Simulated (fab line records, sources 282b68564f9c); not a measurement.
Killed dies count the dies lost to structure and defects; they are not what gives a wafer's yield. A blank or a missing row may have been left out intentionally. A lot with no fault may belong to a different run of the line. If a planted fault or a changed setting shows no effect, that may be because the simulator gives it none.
Commonality check across tools + flow rit-cmos + 14 lots, 42 wafers sampled

== WHY THIS WAS OPENED ==
RIT_NWELL_TW_MEAS_10, reading NWELL_TW: flagged on 2 of 14 lots. No-fault wafers: 2134, standard deviation 12.
Rule: a lot is flagged in two cases, either no wafer of it has a number, or all its wafers with numbers fall more than 4 standard deviations from that mean. As for the other lots, they are considered sound.

| lot  | measured    | on            | NWELL_TW, wafer by wafer | flag    |
|------|-------------|---------------|--------------------------|---------|
| L358 | day 1 21:22 | film-metro-02 | 2146 2140 2151           |         |
| L359 | day 2 01:55 | film-metro-03 | 2148 2144 2136           |         |
| L360 | day 2 08:50 | film-metro-03 | 2149 2145 2153           |         |
| L361 | day 2 13:26 | film-metro-03 | 2143 2150 2135           |         |
| L362 | day 2 18:35 | film-metro-03 | 2146 2140 2152           |         |
| L363 | day 2 22:25 | film-metro-02 | 2132 2137 2133           |         |
| L370 | day 4 12:56 | film-metro-02 | 2316 2319 2320           | FLAGGED |
| L372 | day 4 21:36 | film-metro-03 | 2331 2326 2335           | FLAGGED |
| L374 | day 5 06:35 | film-metro-04 | 2112 2137 2132           |         |
| L375 | day 5 10:01 | film-metro-04 | 2136 2130 2133           |         |
| L376 | day 5 15:31 | film-metro-03 | 2145 2138 2131           |         |
| L378 | day 6 00:50 | film-metro-04 | 2119 2100 2112           |         |
| L379 | day 6 08:22 | film-metro-04 | 2108 2104 2114           |         |
| L381 | day 6 17:12 | film-metro-03 | 2142 2134 2142           |         |
On average the flagged lots' numbers are 2324, which is +190 against the usual, or +16 standard deviations.

== WHICH TOOL RAN EACH LOT ==
The record keeps 1 process step preceding the reading, out of 202 steps on the route. Each cell gives the tool, then ch followed by the chambers the sampled wafers passed through, then the start.
| lot  | flag    | RIT_NWELL_IMPLANT_08           |
|------|---------|--------------------------------|
| L358 |         | implanter-04 ch 0, day 1 21:04 |
| L359 |         | implanter-01 ch 0, day 2 01:35 |
| L360 |         | implanter-03 ch 0, day 2 08:30 |
| L361 |         | implanter-04 ch 0, day 2 13:07 |
| L362 |         | implanter-01 ch 0, day 2 18:16 |
| L363 |         | implanter-03 ch 0, day 2 22:06 |
| L370 | FLAGGED | implanter-03 ch 0, day 4 12:36 |
| L372 | FLAGGED | implanter-03 ch 0, day 4 21:19 |
| L374 |         | implanter-01 ch 0, day 5 06:16 |
| L375 |         | implanter-01 ch 0, day 5 09:42 |
| L376 |         | implanter-01 ch 0, day 5 15:13 |
| L378 |         | implanter-01 ch 0, day 6 00:31 |
| L379 |         | implanter-04 ch 0, day 6 08:02 |
| L381 |         | implanter-01 ch 0, day 6 16:55 |
What these steps do:
- RIT_NWELL_IMPLANT_08
- RIT_NWELL_TW_MEAS_10

== FLAGGED OVER TOTAL, TOOL BY TOOL (the gauges that took the reading come last) ==
| step                 | tool          | lots run | flagged | share of the flagged lots | sound lots run after its first flagged lot |
|----------------------|---------------|----------|---------|---------------------------|--------------------------------------------|
| RIT_NWELL_IMPLANT_08 | implanter-01  | 7        | 0       | none                      | -                                          |
| RIT_NWELL_IMPLANT_08 | implanter-03  | 4        | 2       | all                       | 0                                          |
| RIT_NWELL_IMPLANT_08 | implanter-04  | 3        | 0       | none                      | -                                          |
| RIT_NWELL_TW_MEAS_10 | film-metro-02 | 3        | 1       | some                      | 0                                          |
| RIT_NWELL_TW_MEAS_10 | film-metro-03 | 7        | 1       | some                      | 2 (L376,L381)                              |
| RIT_NWELL_TW_MEAS_10 | film-metro-04 | 4        | 0       | none                      | -                                          |

== THE TABLE: WHAT IT ALLOWS ==
1 row of the table ran every flagged lot: implanter-03 at RIT_NWELL_IMPLANT_08.
- implanter-03 at RIT_NWELL_IMPLANT_08 ran 4 lots, 2 of them flagged. A fault beginning between L363 (day 2 22:06), its last sound lot, and L370 (day 4 12:36), its first flagged one, fits the data. Its own readings lie more than 4 standard deviations out on every wafer of the flagged lots: dose-ions-cm2, faraday-current-uA.
What remains is a single tool, implanter-03 at RIT_NWELL_IMPLANT_08.

== WHAT THE SIMULATOR PUT IN ==
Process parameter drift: implanter-03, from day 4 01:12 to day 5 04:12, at RIT_NWELL_IMPLANT_08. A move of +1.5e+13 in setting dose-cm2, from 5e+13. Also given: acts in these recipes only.
Struck lots among those shown: L370, L372. The rule above reached the same finding.
